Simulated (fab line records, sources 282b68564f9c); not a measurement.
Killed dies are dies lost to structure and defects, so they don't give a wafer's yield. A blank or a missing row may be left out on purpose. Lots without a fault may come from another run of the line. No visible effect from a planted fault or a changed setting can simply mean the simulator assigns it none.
Which of the tools did it? || flow ritCmos || 18 wafers from 6 lots sampled at 2 of the route's 202 steps

== WHAT THE GAUGES READ, wafer by wafer ==
RIT_CONTACT_CD_MEAS_08: target cd 1000 nm.
{"lot": "L246", "measured": "day 3 13:19", "on": "cdSem-02", "cdNm (nm)": "998.3 998.8 999.4"}
{"lot": "L248", "measured": "day 4 03:35", "on": "cdSem-02", "cdNm (nm)": "1000.4 1002.6 1002.0"}
{"lot": "L251", "measured": "day 4 14:58", "on": "cdSem-02", "cdNm (nm)": "1000.4 1002.5 1000.7"}
{"lot": "L259", "measured": "day 6 06:37", "on": "cdSem-01", "cdNm (nm)": "1010.8 1016.7 1011.7"}
{"lot": "L263", "measured": "day 7 04:26", "on": "cdSem-01", "cdNm (nm)": "998.7 1000.7 1000.7"}
{"lot": "L267", "measured": "day 7 23:35", "on": "cdSem-02", "cdNm (nm)": "997.1 998.2 998.2"}

== WHAT TOOL EACH LOT RAN ON (gives the tool, then ch and the chambers of the sampled wafers, and finally the start) ==
{"lot": "L246", "RIT_CONTACT_EXPOSE_05": "ilineStepper-02 ch 0, day 3 12:48"}
{"lot": "L248", "RIT_CONTACT_EXPOSE_05": "ilineStepper-01 ch 0, day 4 03:04"}
{"lot": "L251", "RIT_CONTACT_EXPOSE_05": "ilineStepper-01 ch 0, day 4 14:26"}
{"lot": "L259", "RIT_CONTACT_EXPOSE_05": "ilineStepper-01 ch 0, day 6 06:04"}
{"lot": "L263", "RIT_CONTACT_EXPOSE_05": "ilineStepper-02 ch 0, day 7 03:55"}
{"lot": "L267", "RIT_CONTACT_EXPOSE_05": "ilineStepper-02 ch 0, day 7 23:04"}
- RIT_CONTACT_EXPOSE_05: exposes mask M11, target cd 1000 nm.

== THE ANSWER, worked out from the rows above alone ==
Rule: what is usual is taken from the lots themselves. Put in order of their means at a reading, lots are off if they are a third of the lots or fewer, leave a main group of 4 or more, and stand apart from it by a gap of 3 or more times the standard deviation of the main group's means; of several such gaps the widest counts. The tables above print the reading to a certain number of digits; a main group whose means all agree to those digits is not used. Also off: a lot with no number at a reading for which 4 or more lots have one. Where the step has rows for the other lots, those lots are counted as sound.
Off at RIT_CONTACT_CD_MEAS_08 (cdNm): L259. The main group: mean 999.9 nm, standard deviation 1.4.
A tool fits if, at a process step before that reading, it ran every lot that is off, and no sound lot after the first of them. Those tools and the gauges at RIT_CONTACT_CD_MEAS_08 are tried in the same way. One candidate fits, namely ilineStepper-01 at RIT_CONTACT_EXPOSE_05. A fault onset in the window from L251 (day 4 14:26, its last sound lot) to L259 (day 6 06:04, its first lot off) fits.

== WHAT THE SIMULATOR PUT IN ==
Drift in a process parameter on ilineStepper-01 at RIT_CONTACT_EXPOSE_05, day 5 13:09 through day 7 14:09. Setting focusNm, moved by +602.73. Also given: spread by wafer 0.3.
Lots struck among those shown: L259. The rule above found the same.
